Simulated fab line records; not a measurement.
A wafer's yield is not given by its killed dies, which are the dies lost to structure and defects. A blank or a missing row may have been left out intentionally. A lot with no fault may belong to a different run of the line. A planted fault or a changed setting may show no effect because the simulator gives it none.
8D (eight disciplines) problem report, filled in by code + flow berkeley-cmos170 + the parts of the form that need people (team, actions taken, sign-off) are left out

## 1. WHAT WENT WRONG
Mean NLDD_TW at UCB170_NLDD_TW_MEAS_11: 2046 over 6 wafers in 2 lots; fault-free wafers: 2234, standard deviation 13. That puts it -14 standard deviations away from the usual mean.
First observed at day 8 11:56: wafer L142.2, on film-metro-04. The record has a number at this step for 42 wafers belonging to 14 lots. By rule, "out" or "out of limits" means more than 4 standard deviations away from the usual mean. Any other wafer with a number is counted as sound.

## 2. WHAT IT IS, AND WHAT IT ISN'T
| question                    | is                           | is not                                                                                             |
|-----------------------------|------------------------------|----------------------------------------------------------------------------------------------------|
| which readings at this step | NLDD_TW                      | -                                                                                                  |
| which lots                  | L142, L143                   | L132, L133, L134, L135, L138, L141, L145, L146, L147, L148, L149, L150                             |
| which wafers of those lots  | all that have a number       | -                                                                                                  |
| read on which gauges        | film-metro-01, film-metro-04 | film-metro-03                                                                                      |
| when                        | from day 8 11:56             | up to then (18 sound wafers); but 18 sound wafers of L145, L146, L147, L148, L149, L150 came after |

## 3. THE SUSPECTS, EACH WITH WHAT RULES IT OUT
Counting: any tool at a process step up to the reading is kept as a suspect provided that every lot that is out went through it and no sound lot did after the first of them.
- the gauge at UCB170_NLDD_TW_MEAS_11 has been ruled out. 2 gauges (film-metro-01, film-metro-04) read the wafers that are out.
- rie-diel-03 at UCB170_GATE_ETCH_14 (etches BARC in N2/H2): ruled out as a lasting fault. Following L142 (day 8 06:02), the first lot on it that is out, the sound lots L148, L149 were run on it.
- implanter-01 at UCB170_NLDD_IMPLANT_08: kept. It processed each lot that is out, first L142 at day 8 11:32, and no sound lot thereafter; up to then, the last sound lot it processed was L141 at day 7 23:10. Out on those wafers are its own readings of dose-ions-cm2, faraday-current-uA.
Remaining after the count: implanter-01 at UCB170_NLDD_IMPLANT_08.

## 4. THE CAUSE (what the simulator had put in)
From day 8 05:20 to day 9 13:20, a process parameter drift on implanter-01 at UCB170_NLDD_IMPLANT_08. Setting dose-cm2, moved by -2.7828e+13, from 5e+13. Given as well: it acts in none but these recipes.
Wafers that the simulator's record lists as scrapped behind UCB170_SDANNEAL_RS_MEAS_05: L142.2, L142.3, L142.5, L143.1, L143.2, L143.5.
Counting left only this tool.

## 5. THE CHAIN OF EFFECTS, in route order
One row per reading whose mean, taken over the struck wafers that have a number, lies over 3 standard deviations from the usual. Scope: only readings with a usual standard deviation given in the record; hours: median across lots of the time from each lot's start at the first step in this table that gives one to its start at this step; sigmas: change in usual standard deviations.
| hours | step                       | reading            | usual        | on struck wafers | change | sigmas      |
|-------|----------------------------|--------------------|--------------|------------------|--------|-------------|
| 0     | UCB170_NLDD_IMPLANT_08     | dose-ions-cm2      | 5e+13        | 2e+13            | -3e+13 | -99 or more |
| 0     | UCB170_NLDD_IMPLANT_08     | faraday-current-uA | 158          | 70               | -88    | -27         |
| 0     | UCB170_NLDD_TW_MEAS_11     | NLDD_TW            | 2234         | 2046             | -188   | -14         |
| 18    | UCB170_SDANNEAL_RS_MEAS_05 | NLDD_RS            | 615.7 ohm/sq | 764.3            | +148.6 | +99 or more |
The process steps in it:
- UCB170_NLDD_IMPLANT_08

## 6. WHAT WOULD HAVE CAUGHT IT SOONER
7 hours passed between the start of the fault at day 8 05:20 and the first reading out of limits at a measuring or inspecting step in this record, taken at day 8 11:56.
Tool's own readings at UCB170_NLDD_IMPLANT_08, dose-ions-cm2, faraday-current-uA: out on all struck wafers the step has rows for; an alarm limit on them would have tripped on the first.
Of the lots that are out (2), L143 began UCB170_NLDD_IMPLANT_08 on implanter-01 after day 8 11:56. A hold on the tool at that time would have spared it.
